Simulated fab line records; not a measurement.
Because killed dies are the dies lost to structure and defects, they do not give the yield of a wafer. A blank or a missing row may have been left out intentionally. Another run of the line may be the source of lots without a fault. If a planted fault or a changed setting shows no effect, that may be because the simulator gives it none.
Which tool did it? + flow berkeley-cmos170 + 9 lots with 27 wafers sampled at 2 steps, on a route of 331 steps

WHAT EACH GAUGE READ, for each wafer
UCB170_FIELD_THK_MEAS_02.
| lot  | measured    | on            | FIELD_OXIDE_THK (nm) |
|------|-------------|---------------|----------------------|
| L685 | day 5 06:11 | film-metro-01 | 563 556 564          |
| L686 | day 5 22:34 | film-metro-04 | 553 564 567          |
| L687 | day 5 22:34 | film-metro-01 | 552 558 555          |
| L688 | day 6 07:45 | film-metro-03 | 571 561 564          |
| L689 | day 6 07:46 | film-metro-01 | 551 554 558          |
| L690 | day 6 07:45 | film-metro-04 | 555 539 557          |
| L691 | day 7 04:09 | film-metro-04 | 478 488 478          |
| L692 | day 7 04:08 | film-metro-03 | 499 487 491          |
| L700 | day 7 21:56 | film-metro-04 | 541 542 552          |

WHICH TOOL RAN EACH LOT (tool, then ch and the chambers of the sampled wafers, then the start)
| lot  | UCB170_FIELD_OXIDATION_01    |
|------|------------------------------|
| L685 | furnace-01 ch 0, day 5 03:10 |
| L686 | furnace-02 ch 0, day 5 19:33 |
| L687 | furnace-02 ch 0, day 5 19:33 |
| L688 | furnace-02 ch 0, day 6 04:45 |
| L689 | furnace-02 ch 0, day 6 04:45 |
| L690 | furnace-02 ch 0, day 6 04:45 |
| L691 | furnace-02 ch 0, day 7 01:08 |
| L692 | furnace-02 ch 0, day 7 01:08 |
| L700 | furnace-04 ch 0, day 7 18:56 |
- UCB170_FIELD_OXIDATION_01: target thk 558.3 nm, ox time 7200 s.

THE ANSWER, worked out from the rows above alone
Rule: the usual values come from the lots themselves. Put in order of their means at a reading, lots are off if they are a third of the lots or fewer, leave a main group of 4 or more, and stand apart from it by a gap of 3 or more times the standard deviation of the main group's means; of several such gaps the widest counts. A main group is skipped when, at the precision printed for the reading in the tables above, its means are all equal. A lot without any number at a reading at which 4 lots or more have one is off too. All remaining lots with rows at the step are treated as sound.
Off: L691, L692, seen at UCB170_FIELD_THK_MEAS_02 (FIELD_OXIDE_THK). The main group: mean 556 nm, standard deviation 6.5.
If a tool, at a process step before that reading, ran all the lots that are off and no sound lot after the first of them, it fits. The gauges at UCB170_FIELD_THK_MEAS_02 are tried like those tools. One fits: UCB170_FIELD_OXIDATION_01 on furnace-02. Its last sound lot is L688 (day 6 04:45), its first lot that is off L691 (day 7 01:08): a fault that began between those two fits.

WHAT THE SIMULATOR HAD INSERTED
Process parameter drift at UCB170_FIELD_OXIDATION_01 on furnace-02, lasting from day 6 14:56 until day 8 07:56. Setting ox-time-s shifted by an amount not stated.
Lots struck among those shown: L692, L691. This agrees with what the rule above found.
